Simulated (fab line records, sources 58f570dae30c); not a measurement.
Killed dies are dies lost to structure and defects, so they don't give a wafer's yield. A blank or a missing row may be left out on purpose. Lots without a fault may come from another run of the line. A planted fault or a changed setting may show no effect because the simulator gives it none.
fab line records | flow berkeley_cmos170
record lots=14 wafers=42 last_day=11
route steps=331 shown M3@327
lots that met no fault: from a run of the same line without faults
start_h: hours from the record's first day to the start of the lot's first wafer shown | wait_h: hours since the lot's step before | " the same as in the row above | L1.1+2: a row that stands for several wafers | - no value, or no start given | * or withheld: withheld | < > ~ a bound
route shown NAME@n: a module of which the file shows steps, and the number in the route of the first | usual: mean/standard deviation of fault-free wafers | same: alike in all rows | chamber/n: place in a boat | sites: the reading at each site | _std_site: their standard deviation | _edge_site: outer sites' mean less inner sites' | radius_mm: how far each site lies from the wafer's centre | mask NAME#n: copy n | behind: the tool/chamber that last shaped the wafer | hold: why the lot was held/for how many hours/how that ended | device: the transistor (n, p or np) that didn't switch | end of line: the same wafers' tests at the end of the route | a step without rows: its recipe alone | killed: dies lost to structure and defects at the first sort, not the wafer's yield | map: a wafer's dies, x killed, . not, _ none there
set.NAME: the setting as run; set.NAME@STEP: as run at that earlier step | model.NAME: the simulator's own value behind a step, which no gauge read
steps of the route over a sample of lots; a table a step, a row a wafer
services: from which hour (start_h, from the record's first day; less than 0 if before it) a tool's chamber was out of use, for how many hours, and why
## steps
# step UCB170_M3_METAL_ETCH_18
# recipe chemistry=Cl2/BCl3 target=Al stop_on=SiO2 pressure_mtorr=12 target_depth_a=11700 over_etch_frac=0.3 time_s=195 icp_w=600 bias_w=120 Cl2_flow_sccm=90 bcl3_flow_sccm=45
# usual drypump_motor_current_A=5.5/0.42 oes_product_au=0.857/0.018 rf_fwd_power_W=598.5/1.8 throttle_valve_pct=24.40/0.22
# columns lot.wafer tool chamber start_h wait_h drypump_motor_current_A oes_product_au rf_fwd_power_W rf_hours_counter_h throttle_valve_pct
L553.2 rie_metal-01 1 157.40 - 4.9 0.852 598.2 - 24.51
L553.3 " 1 " " 4.9 0.857 597.2 - 24.51
L553.6 " 1 " " 4.9 0.862 600.8 - 24.51
L558.1 rie_metal-03 0 177.42 - 5.5 0.864 598.0 1.0 24.01
L558.2 " 1 " " 5.3 0.874 596.5 7.6 24.51
L558.5 " 0 " " 5.6 0.865 597.8 - 24.02
L556.3 rie_metal-01 1 178.30 - 4.9 0.845 597.2 - 24.50
L556.5 " 1 " " 4.9 0.852 599.9 - 24.50
L556.6 " 1 " " 4.9 0.849 597.4 - 24.49
L560.3 rie_metal-04 1 190.48 - 6.5 0.843 598.6 - 24.55
L560.4 " 0 " " 5.8 0.829 597.7 - 24.39
L560.5 " 0 " " 5.8 0.834 599.5 - 24.37
L559.1 rie_metal-03 0 191.14 - 5.5 0.884 601.4 1.5 24.00
L559.3 " 0 " " 5.5 0.863 597.8 - 24.02
L559.4 " 1 " " 5.3 0.867 599.0 - 24.48
L561.1 rie_metal-04 0 195.89 - 5.8 0.837 597.9 5.5 24.37
L561.3 " 1 " " 6.4 0.854 599.1 - 24.55
L561.4 " 0 " " 5.8 0.846 596.3 - 24.38
L563.1 rie_metal-03 0 199.02 - 5.5 0.881 595.4 1.7 24.00
L563.3 " 1 " " 5.3 0.857 600.2 - 24.51
L563.4 " 0 " " 5.5 0.860 595.7 - 24.01
L565.2 rie_metal-03 1 214.25 - 5.3 0.875 595.0 8.6 24.49
L565.4 " 1 " " 5.3 0.863 597.3 - 24.50
L565.5 " 0 " " 5.5 0.876 597.8 - 24.00
L566.3 rie_metal-04 0 232.69 - 5.8 0.835 600.4 - 24.38
L566.4 " 0 " " 5.8 0.812 600.7 - 24.36
L566.5 " 0 " " 5.8 0.827 597.5 - 24.37
L570.1 rie_metal-01 1 249.88 - 4.9 0.852 597.2 6.6 24.50
L570.2 " 0 " " 5.8 0.779 359.5 2.0 24.69
L570.6 " 0 " " 5.8 0.785 358.1 - 24.69
L571.3 rie_metal-01 1 251.01 - 4.9 0.835 597.7 - 24.53
L571.4 " 0 " " 5.8 0.789 361.8 - 24.69
L571.6 " 1 " " 4.9 0.861 598.0 - 24.48
L572.1 rie_metal-03 1 251.67 - 5.3 0.865 595.1 9.8 24.49
L572.4 " 0 " " 5.6 0.870 599.8 - 24.00
L572.6 " 0 " " 5.5 0.871 599.6 - 24.01
L575.2 rie_metal-03 1 263.40 - 5.3 0.874 598.7 10.4 24.49
L575.5 " 1 " " 5.3 0.890 597.8 - 24.50
L575.6 " 0 " " 5.5 0.888 596.5 - 24.00
L573.1 rie_metal-03 0 264.00 - 5.5 0.887 599.7 4.1 24.02
L573.2 " 1 " " 5.3 0.871 599.8 10.6 24.50
L573.3 " 0 " " 5.5 0.865 600.9 - 24.00
# step UCB170_M3_STRIP_19
# recipe chemistry=O2 power_w=400 pressure_mtorr=3500 platen_temp_c=withheld o2_flow_sccm=400 overash_fraction=0.5
# usual drypump_motor_current_A=5.5/0.4 oes_product_au=0.538/0.022
# columns lot.wafer tool chamber start_h wait_h drypump_motor_current_A oes_product_au rf_hours_counter_h
L553.2 plasma_asher-02 1 157.71 0.2 5.4 0.556 45
L553.3 " 0 " " 5.7 0.568 -
L553.6 " 1 " " 5.4 0.559 -
L558.1 plasma_asher-01 1 177.61 0.1 5.2 0.542 6
L558.2 " 0 " " 5.3 0.520 6
L558.5 " 1 " " 5.2 0.536 -
L556.3 plasma_asher-02 0 178.58 0.2 5.7 0.549 -
L556.5 " 0 " " 5.7 0.561 -
L556.6 " 1 " " 5.4 0.545 -
L560.3 plasma_asher-03 0 190.64 0.1 6.3 0.509 -
L560.4 " 1 " " 5.0 0.524 -
L560.5 " 0 " " 6.3 0.518 -
L559.1 plasma_asher-02 1 191.33 0.1 5.4 0.533 49
L559.3 " 1 " " 5.4 0.539 -
L559.4 " 0 " " 5.7 0.514 -
L561.1 plasma_asher-02 1 196.08 0.1 5.4 0.523 50
L561.3 " 1 " " 5.4 0.509 -
L561.4 " 0 " " 5.8 0.526 -
L563.1 plasma_asher-03 0 199.20 0.1 6.3 0.538 44
L563.3 " 0 " " 6.3 0.523 -
L563.4 " 1 " " 5.1 0.542 -
L565.2 plasma_asher-03 0 214.43 0.1 6.3 0.534 46
L565.4 " 0 " " 6.3 0.523 -
L565.5 " 1 " " 5.0 0.549 -
L566.3 plasma_asher-02 1 232.97 0.2 5.4 0.510 -
L566.4 " 0 " " 5.7 0.521 -
L566.5 " 0 " " 5.8 0.518 -
L570.1 plasma_asher-01 0 250.07 0.1 5.3 0.555 14
L570.2 " 1 " " 5.2 0.722 14
L570.6 " 1 " " 5.2 0.723 -
L571.3 plasma_asher-03 0 251.17 0.1 6.3 0.565 -
L571.4 " 1 " " 5.0 0.725 -
L571.6 " 1 " " 5.0 0.546 -
L572.1 plasma_asher-01 1 251.86 0.1 5.1 0.512 14
L572.4 " 0 " " 5.3 0.554 -
L572.6 " 0 " " 5.3 0.551 -
L575.2 plasma_asher-03 0 263.59 0.1 6.3 0.520 52
L575.5 " 1 " " 5.1 0.523 -
L575.6 " 0 " " 6.3 0.565 -
L573.1 plasma_asher-01 0 264.19 0.1 5.3 0.563 15
L573.2 " 1 " " 5.2 0.526 15
L573.3 " 0 " " 5.3 0.561 -
# step UCB170_M3_CD_MEAS_90
# recipe target_cd_nm=700
# usual cd_nm=701/4.3
# columns lot.wafer tool chamber start_h wait_h cd_nm
L553.2 cd_sem-01 - 157.83 0.1 703
L553.3 " - " " 700
L553.6 " - " " 701
L558.1 cd_sem-02 - 177.76 0.1 700
L558.2 " - " " 707
L558.5 " - " " 699
L556.3 cd_sem-02 - 178.69 0.1 701
L556.5 " - " " 700
L556.6 " - " " 701
L560.3 cd_sem-01 - 190.75 0.1 694
L560.4 " - " " 697
L560.5 " - " " 695
L559.1 cd_sem-02 - 191.43 0.1 697
L559.3 " - " " 696
L559.4 " - " " 703
L561.1 cd_sem-02 - 196.18 0.1 698
L561.3 " - " " 699
L561.4 " - " " 699
L563.1 cd_sem-02 - 199.30 0.1 699
L563.3 " - " " 703
L563.4 " - " " 697
L565.2 cd_sem-01 - 214.55 0.1 702
L565.4 " - " " 704
L565.5 " - " " 702
L566.3 cd_sem-01 - 233.08 0.1 698
L566.4 " - " " 699
L566.5 " - " " 698
L570.1 cd_sem-01 - 250.17 0.1 706
L570.2 " - " " 724
L570.6 " - " " 726
L571.3 cd_sem-01 - 251.39 0.2 705
L571.4 " - " " 726
L571.6 " - " " 706
L572.1 cd_sem-01 - 251.96 0.1 701
L572.4 " - " " 698
L572.6 " - " " 698
L575.2 cd_sem-02 - 263.71 0.1 704
L575.5 " - " " 702
L575.6 " - " " 693
L573.1 cd_sem-01 - 264.29 0.1 690
L573.2 " - " " 703
L573.3 " - " " 689
## services
# columns tool chamber start_h hours kind
rie_metal-01 1 145.69 4.3 repair
rie_metal-01 0 155.34 - clean
rie_metal-01 0 155.34 25.0 scheduled_down
rie_metal-01 0 155.34 25.0 vent_cycle
plasma_asher-01 - 165.91 4.3 pm
rie_metal-04 1 218.25 22.4 repair
rie_metal-04 - 249.20 15.6 pm
## key
first_sign step=UCB170_M3_METAL_ETCH_18 reading=rf_fwd_power_W direction=down sigmas=99+ usual=598.5 struck=359.8
effect step=UCB170_M3_METAL_ETCH_18 reading=oes_product_au direction=down sigmas=4 usual=0.857 struck=0.784
effect step=UCB170_M3_STRIP_19 reading=oes_product_au direction=up sigmas=8.5 usual=0.538 struck=0.723
effect step=UCB170_M3_CD_MEAS_90 reading=cd_nm direction=up sigmas=5.7 usual=701 struck=725
met_at UCB170_M3_METAL_ETCH_18
struck_lots L570,L571
struck_wafers L570.2,L570.6,L571.4
later_rows_left_out L570.2,L570.6,L571.4
sort_left_out L570.2,L570.6,L571.4
fault kind=process_parameter_drift tool=rie_metal-01 chamber=0 onset_h=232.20 steps=UCB170_M3_METAL_ETCH_18 channel=icp_w offset=-240 shape=step end_h=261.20 acts_in=these_recipes_only stated=600
# sort_left_out: the simulated sort isn't trusted on such a fault, so these wafers' sort isn't shown, and their yield isn't known
# later_rows_left_out: the simulator's readings of these wafers behind a module that went badly wrong aren't trusted and aren't shown, but for the sort
